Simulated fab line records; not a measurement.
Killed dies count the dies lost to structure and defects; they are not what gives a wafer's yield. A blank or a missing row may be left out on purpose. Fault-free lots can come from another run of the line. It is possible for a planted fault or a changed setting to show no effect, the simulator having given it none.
Which tool did it?    flow rit-cmos    13 lots with 39 wafers sampled at 2 steps, on a route of 202 steps

WHAT THE GAUGES SHOWED, per wafer
RIT_CONTACT_CD_MEAS_08: the cd target is 1000 nm.
lot   measured     on         cd-nm (nm)
L249  day 3 04:26  cd-sem-02  1000.4 999.5 1000.0
L250  day 3 10:39  cd-sem-01  1003.1 1000.5 1000.7
L251  day 3 17:37  cd-sem-01  1002.0 999.7 1001.5
L253  day 4 02:45  cd-sem-02  1001.3 1000.6 1000.2
L254  day 4 05:43  cd-sem-02  998.0 998.6 999.8
L256  day 4 14:16  cd-sem-01  1148.5 1146.3 1146.4
L265  day 6 16:15  cd-sem-02  998.6 1001.2 999.3
L266  day 6 20:14  cd-sem-02  997.4 998.2 995.2
L267  day 7 10:19  cd-sem-02  1003.3 1002.9 1001.9
L269  day 7 13:46  cd-sem-02  1000.1 999.5 999.9
L270  day 7 23:27  cd-sem-02  1001.9 1000.9 1000.0
L271  day 8 02:01  cd-sem-01  999.1 999.4 998.3
L272  day 8 13:30  cd-sem-02  998.9 999.9 999.6

TOOL THAT RAN EACH LOT (tool first, then ch and the chambers of the sampled wafers, then the start)
lot   RIT_CONTACT_EXPOSE_05
L249  iline-stepper-01 ch 0, day 3 03:56
L250  iline-stepper-01 ch 0, day 3 10:08
L251  iline-stepper-02 ch 0, day 3 17:06
L253  iline-stepper-01 ch 0, day 4 02:14
L254  iline-stepper-01 ch 0, day 4 05:00
L256  iline-stepper-01 ch 0, day 4 13:45
L265  iline-stepper-01 ch 0, day 6 15:44
L266  iline-stepper-02 ch 0, day 6 19:43
L267  iline-stepper-02 ch 0, day 7 09:40
L269  iline-stepper-02 ch 0, day 7 13:14
L270  iline-stepper-01 ch 0, day 7 22:56
L271  iline-stepper-01 ch 0, day 8 01:11
L272  iline-stepper-02 ch 0, day 8 12:48
- RIT_CONTACT_EXPOSE_05: exposes mask M11, target cd 1000 nm.

WHAT THE TOOLS THEMSELVES READ (means of the sampled wafers that have a number; where no wafer has one, the mark that the record gives instead)
The record holds no such reading with a usual standard deviation.

THE ANSWER, worked out from the rows above alone
Rule: the lots themselves supply what counts as usual. Put in order of their means at a reading, lots are off if they are a third of the lots or fewer, leave a main group of 4 or more, and stand apart from it by a gap of 3 or more times the standard deviation of the main group's means; of several such gaps the widest counts. The tables above print the reading to a certain number of digits; a main group whose means all agree to those digits is not used. A lot without any number at a reading at which 4 lots or more have one is off too. All remaining lots with rows at the step are treated as sound. The gauges are gone through in route order, then the tools' own readings, and for those a lot's mean is taken as printed above. At the first step where some lot is off, the reading lying furthest off is the one used; lots without a number count as furthest.
Off at RIT_CONTACT_CD_MEAS_08 (cd-nm): L256. For the main group the mean is 1000.0 nm and the standard deviation 1.4.
If a tool, at a process step before that reading, ran all the lots that are off and no sound lot after the first of them, it fits. The gauges at RIT_CONTACT_CD_MEAS_08 are tried like those tools. Not one of the candidates tried fits.

WHAT HAD BEEN PUT IN BY THE SIMULATOR
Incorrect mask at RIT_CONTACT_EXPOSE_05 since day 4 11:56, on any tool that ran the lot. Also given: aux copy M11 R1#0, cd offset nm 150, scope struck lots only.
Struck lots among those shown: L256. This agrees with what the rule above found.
